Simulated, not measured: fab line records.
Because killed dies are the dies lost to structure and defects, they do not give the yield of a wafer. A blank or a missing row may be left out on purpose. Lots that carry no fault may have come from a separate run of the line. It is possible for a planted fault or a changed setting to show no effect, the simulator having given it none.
One fault through the eyes of 2 desks    flow rit cmos    what lay behind the numbers comes last; until then each desk has only its own

FROM THE METROLOGY DESK
Means of the sampled wafers that have a number, per lot and without regard to the tool the lot ran on: this is what the gauges read. Any lot whose mean is over 4 standard deviations away from the usual mean is out of limits and marked OUT; that distance is given in the brackets.
Columns: A = FIELD_OXIDE_LEFT_1_THK at RIT_FOX2_THK_MEAS_90, usual 324 nm; B = NRETRO_OVL at RIT_NRETRO_OVL_MEAS_06, usual 0.7 nm; C = cd nm at RIT_GATE_CD_MEAS_16, usual 151.5 nm
lot   first seen here  A    B     C
L999  day 1 20:59      330  2.3   152.3
L101  day 2 06:50      328  0.6   151.6
L102  day 2 11:40      321  -0.5  152.6
L103  day 2 17:12      318  -0.1  152.2
L104  day 2 22:31      325  1.5   153.3
L105  day 3 03:33      324  0.2   153.1
L106  day 3 13:01      321  1.1   152.4
L107  day 3 16:20      324  0.8   152.0
L108  day 3 18:36      317  1.2   150.6
L109  day 4 01:04      325  1.0   148.5
L112  day 4 14:48      330  2.0   149.6
L113  day 4 19:30      321  -0.3  148.0
L120  day 6 06:26      333  3.3   246.9 (+48) OUT
L121  day 6 11:37      320  1.9   227.7 (+38) OUT
This desk's finding: out of limits on L120, L121; first on L120, day 7 00:32 (cd nm at RIT_GATE_CD_MEAS_16). Within limits: L999, L101, L102, L103, L104, L105, L106, L107, L108, L109, L112, L113.

THE TOOL OWNER'S DESK: iline stepper-01
The tool's own readings at RIT_GATE_EXPOSE_13 (exposes mask M6, target cd 150 nm): means of the sampled wafers that have a number, for each lot that ran on this tool. Any lot whose mean is over 4 standard deviations away from the usual mean is out of limits and marked OUT; that distance is given in the brackets.
Columns: A = exposure dose mJ cm2 at RIT_GATE_EXPOSE_13, usual 379.9
lot   first seen here  A
L999  day 2 18:50      380.0
L102  day 3 07:42      379.8
L103  day 3 14:35      379.8
L105  day 4 01:13      380.2
L107  day 4 09:40      380.2
L120  day 7 00:08      316.2 (-99 or more) OUT
L121  day 7 03:23      328.9 (-99 or more) OUT
This desk's finding: out of limits on L120, L121; first on L120, day 7 00:08 (exposure dose mJ cm2 at RIT_GATE_EXPOSE_13). Within limits: L999, L102, L103, L105, L107.

BROUGHT TOGETHER
The tool owner's desk had the chance to raise an alarm at day 7 00:08 on L120, L121.
L120, L121 would have let the metrology desk raise an alarm at day 7 00:32.
Every lot named ran RIT_GATE_EXPOSE_13 on iline stepper-01.

WHAT THE SIMULATOR HAD PUT IN
Process parameters drifting: iline stepper-01 at RIT_GATE_EXPOSE_13, beginning at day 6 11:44. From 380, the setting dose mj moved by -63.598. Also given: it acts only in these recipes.
Shown lots that were struck: L120, L121.
Delay (hours) between the fault's onset and each desk's first out-of-limits reading: 12 at the tool owner's desk, 13 at the metrology desk.
